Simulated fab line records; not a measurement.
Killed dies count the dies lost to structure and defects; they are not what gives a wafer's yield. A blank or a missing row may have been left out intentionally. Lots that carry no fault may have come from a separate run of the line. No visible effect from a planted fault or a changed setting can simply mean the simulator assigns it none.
Struck lot and sound lot, side by side + flow rit_cmos + 32 steps out of a route of 202
Sound: these wafers, L649.1, L649.2, L649.4. The struck wafers were L648.1, L648.3, L648.6. The cause is given at the end.
Per side, at each step with rows, come the tool, then ch with its chambers, and then its first start. Under that, the readings that differ: sound wafers + struck wafers + difference of the means + sigmas: that difference in standard deviations of wafers without a fault.
alike: same words and numbers on both sides, and readings whose means sit less than 2 such deviations apart. not compared: any withheld reading, any reading some wafer has no value for, any bound like >300 that may hide the same value, and any number with overlapping values for which the record gives no deviation.
Wherever a step has rows on one side only, a row that says differs or no value, or a row with sigmas, the two part there. Non-overlapping numbers with no deviation appear without sigmas and do not part them. A reading missing from all wafers of one side parts the sides only when that side holds two or more wafers.

first, 5 steps without rows for these wafers: RIT_CONTACT_COAT_03 (resist thk 1000 nm); RIT_CONTACT_SOFTBAKE_04 (time 60 s); RIT_CONTACT_EXPOSE_05 (exposes mask M11, target cd 1000 nm); RIT_CONTACT_PEB_06; RIT_CONTACT_DEVELOP_07 (develop time 120 s).
RIT_CONTACT_CD_MEAS_08: the cd target is 1000 nm.
  sound on cd_sem-02 at day 7 19:25; struck on cd_sem-01 at day 7 17:17
  alike: cd_nm
RIT_CONTACT_OVL_MEAS_09:
  sound on overlay-02 at day 7 19:32; struck on overlay-01 at day 7 17:25
  alike: CONTACT_OVL
then, 1 step without rows for these wafers: RIT_CONTACT_HARDBAKE_10 (time 60 s).
RIT_CONTACT_ETCH_11: etches SiO2 in CHF3/CF4/Ar, stops on TiSi2, target depth 480 nm, time 320 s.
  sound on rie_diel-04 ch 0,2,3, day 7 19:43; struck on rie_diel-02 ch 1,2,3, day 7 17:35
| reading               | sound             | struck            | difference | sigmas |
|-----------------------|-------------------|-------------------|------------|--------|
| oes_product_au (a.u.) | 1.016 1.007 0.992 | 0.962 0.954 0.985 | -0.038     | -2     |
  alike: drypump_motor_current_A, throttle_valve_pct
  not compared: rf_hours_counter_h
RIT_CONTACT_STRIP_12: strips in O2, time 180 s.
  sound on plasma_asher-01 ch 0,1, day 7 19:55; struck on plasma_asher-04 ch 0,1, day 7 17:47
  alike: drypump_motor_current_A
  not compared: rf_hours_counter_h
RIT_CONTACT_CD_MEAS_90: the cd target is 1000 nm.
  sound on cd_sem-02 at day 7 20:05; struck on cd_sem-01 at day 7 17:58
  alike: cd_nm
then, 1 step without rows for these wafers: RIT_CONTACT_CLEAN_13 (cleans in SC1, time 600 s).
RIT_CONTACT_CLEAN_14: cleans in SC2, time 600 s.
  sound on wet_bench-02 ch 1, day 7 20:23; struck on wet_bench-03 ch 2, day 7 18:16
  alike: bath_heat_duty_pct
RIT_M1_SPUTTER_00: material Al, target thk 400 nm, time 500 s.
  sound on pvd_sputter-03 at day 7 20:34; struck on pvd_sputter-01 at day 7 18:27
  alike: throttle_valve_pct
RIT_M1_RS_MEAS_01: measures by four-point-probe.
  sound on film_metro-02 at day 7 20:52; struck on film_metro-01 at day 7 18:44
  alike: M1_AL_RS
RIT_M1_THK_MEAS_02: measures by xrf.
  sound on film_metro-02 at day 7 20:59; struck on film_metro-01 at day 7 18:52
  alike: M1_AL_THK
then, 6 steps without rows for these wafers: RIT_M1_HMDS_03 (prime time 60 s); RIT_M1_COAT_04 (resist thk 1322 nm); RIT_M1_SOFTBAKE_05 (time 60 s); RIT_M1_EXPOSE_06 (exposes mask M12, target cd 2600 nm); RIT_M1_PEB_07; RIT_M1_DEVELOP_08 (develop time 68 s).
RIT_M1_CD_MEAS_09: the cd target is 2600 nm.
  sound on cd_sem-02 at day 7 22:00; struck on cd_sem-01 at day 7 19:53
  alike: cd_nm
RIT_M1_OVL_MEAS_10:
  sound on overlay-02 at day 7 22:07; struck on overlay-01 at day 7 20:00
  alike: M1_OVL
then, 1 step without rows for these wafers: RIT_M1_HARDBAKE_11 (time 120 s).
RIT_M1_METAL_ETCH_12: etches Al in Cl2/BCl3, stops on SiO2, time 165 s, target depth 600 nm.
  sound on rie_metal-01 ch 0,1, day 7 22:24; struck on rie_metal-04 ch 0,1, day 7 20:17
  alike: drypump_motor_current_A, oes_product_au, throttle_valve_pct
  not compared: rf_hours_counter_h
then, 1 step without rows for these wafers: RIT_M1_STRIP_13 (strips in nmp, time 600 s).
RIT_M1_STRIP_14: strips in O2, time 180 s.
  sound on plasma_asher-04 ch 0,1, day 7 22:44; struck on plasma_asher-03 ch 0, day 7 20:37
  alike: drypump_motor_current_A
  not compared: rf_hours_counter_h
RIT_M1_CD_MEAS_90: the cd target is 2600 nm.
  sound on cd_sem-01 at day 7 22:55; struck on cd_sem-01 at day 7 20:48
  alike: cd_nm
then, 1 step without rows for these wafers: RIT_M1_ANNEAL_15 (time 1800 s).
RIT_M1_BOW_MEAS_16:
  sound on film_metro-02 at day 8 00:33; struck on film_metro-01 at day 7 22:25
  alike: M1_BOW
RIT_M1_PROBE_99:
  sound on prober-02 at day 8 00:40; struck on prober-02 at day 7 22:32
| reading            | sound | struck                                                                     | difference                   | sigmas      |
|--------------------|-------|----------------------------------------------------------------------------|------------------------------|-------------|
| hold               | - - - | await_dispo/2.5h/release await_dispo/2.5h/release await_dispo/2.5h/release | no value on the sound wafers |             |
| killed_at_contacts | 0 0 0 | 30 32 29                                                                   | +30                          | +99 or more |
| killed_dies        | 9 3 5 | 36 39 35                                                                   | +31                          | +11         |
| killed_on_rim      | 2 1 0 | 13 9 9                                                                     | +9                           | +7          |
  alike: killed_at_M0_to_M3, killed_at_front_end, killed_open, killed_short

WHERE THEY PART
First at RIT_CONTACT_ETCH_11; last, within this record, at RIT_M1_PROBE_99.

WHY: what had been put in by the simulator
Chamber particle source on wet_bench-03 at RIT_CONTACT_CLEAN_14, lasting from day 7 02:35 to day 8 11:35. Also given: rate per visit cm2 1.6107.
